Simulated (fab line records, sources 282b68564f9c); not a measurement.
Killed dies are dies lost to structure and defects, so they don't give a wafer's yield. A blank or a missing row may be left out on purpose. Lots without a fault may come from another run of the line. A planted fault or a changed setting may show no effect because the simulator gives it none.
Which tool did it? | flow rit_cmos | 14 lots, 42 wafers sampled, at 2 steps of a route of 202

WHAT THE GAUGES READ, wafer by wafer
The record holds no reading of a measuring or inspecting step that can be judged against a usual standard deviation.

WHICH TOOL RAN EACH LOT (tool, then ch and the chambers of the sampled wafers, then the start)
lot  | RIT_PSD_HMDS_00                  | RIT_M1_PROBE_99
L924 | litho_track-01 ch 0, day 3 05:14 | -
L926 | litho_track-01 ch 0, day 3 15:10 | -
L929 | litho_track-04 ch 0, day 4 06:56 | -
L930 | litho_track-03 ch 0, day 4 07:59 | -
L932 | litho_track-04 ch 0, day 4 16:10 | prober-01, day 5 01:45
L933 | litho_track-04 ch 0, day 4 22:23 | prober-02, day 5 07:49
L934 | litho_track-04 ch 0, day 5 05:30 | prober-01, day 5 15:20
L935 | litho_track-03 ch 0, day 5 08:11 | -
L936 | litho_track-03 ch 0, day 5 12:40 | -
L937 | litho_track-03 ch 0, day 5 16:17 | -
L943 | litho_track-04 ch 0, day 6 23:07 | -
L944 | litho_track-04 ch 0, day 7 04:28 | -
L945 | litho_track-03 ch 0, day 7 10:54 | -
L946 | litho_track-03 ch 0, day 7 15:28 | -
- RIT_PSD_HMDS_00: prime time 60 s.
- RIT_M1_PROBE_99

WHAT THE TOOLS THEMSELVES READ (means of the sampled wafers that have a number; where no wafer has one, the mark that the record gives instead)
RIT_PSD_HMDS_00.
lot  | tool           | prime_temp_c (C)
L924 | litho_track-01 | 139.99
L926 | litho_track-01 | 140.08
L929 | litho_track-04 | 140.10
L930 | litho_track-03 | 139.94
L932 | litho_track-04 | 140.06
L933 | litho_track-04 | 140.18
L934 | litho_track-04 | 140.07
L935 | litho_track-03 | 139.98
L936 | litho_track-03 | 140.12
L937 | litho_track-03 | 139.96
L943 | litho_track-04 | 139.00
L944 | litho_track-04 | 138.86
L945 | litho_track-03 | 140.20
L946 | litho_track-03 | 139.65

RIT_M1_PROBE_99.
lot  | tool      | killed_at_contacts | killed_at_front_end | killed_dies | killed_open | killed_short
L932 | prober-01 | 0.7                | 4.7                 | 5.3         | 2.0         | 2.7
L933 | prober-02 | 0.0                | 9.0                 | 9.0         | 5.0         | 4.0
L934 | prober-01 | 0.0                | 5.0                 | 5.0         | 3.0         | 2.0

THE ANSWER, worked out from the rows above alone
Rule: what is usual is taken from the lots themselves. Put in order of their means at a reading, lots are off if they are a third of the lots or fewer, leave a main group of 4 or more, and stand apart from it by a gap of 3 or more times the standard deviation of the main group's means; of several such gaps the widest counts. A main group whose means are all the same, to the digits that the tables above print for the reading, isn't used. A lot without any number at a reading at which 4 lots or more have one is off too. The other lots that the step has rows for count as sound. The gauges are gone through in route order, then the tools' own readings, and for those a lot's mean is taken as printed above. The first step at which some lot is off is used, and at that step the reading that is off furthest; a lot without a number counts as furthest.
Off: L943, L944, at RIT_PSD_HMDS_00 (prime_temp_c). The main group: mean 140.03 C, standard deviation 0.14.
A tool fits if, at that step or a process step before it, it ran every lot that is off, and no sound lot after the first of them. One fits: litho_track-04 at RIT_PSD_HMDS_00. Its last sound lot is L934 (day 5 05:30), its first lot that is off L943 (day 6 23:07): a fault that began between those two fits.
The tool's own readings at RIT_PSD_HMDS_00 bear it out: on the lots that are off they differ by more than 5 times the standard deviation of the sound lots' means. prime_temp_c reads 138.93 C there against 140.03 C on the sound lots.

WHAT THE SIMULATOR HAD PUT IN
Process parameter drift: litho_track-04, from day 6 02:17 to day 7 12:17, at RIT_PSD_HMDS_00. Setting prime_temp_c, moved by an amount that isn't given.
Lots struck among those shown: L943, L944. The rule above found the same.
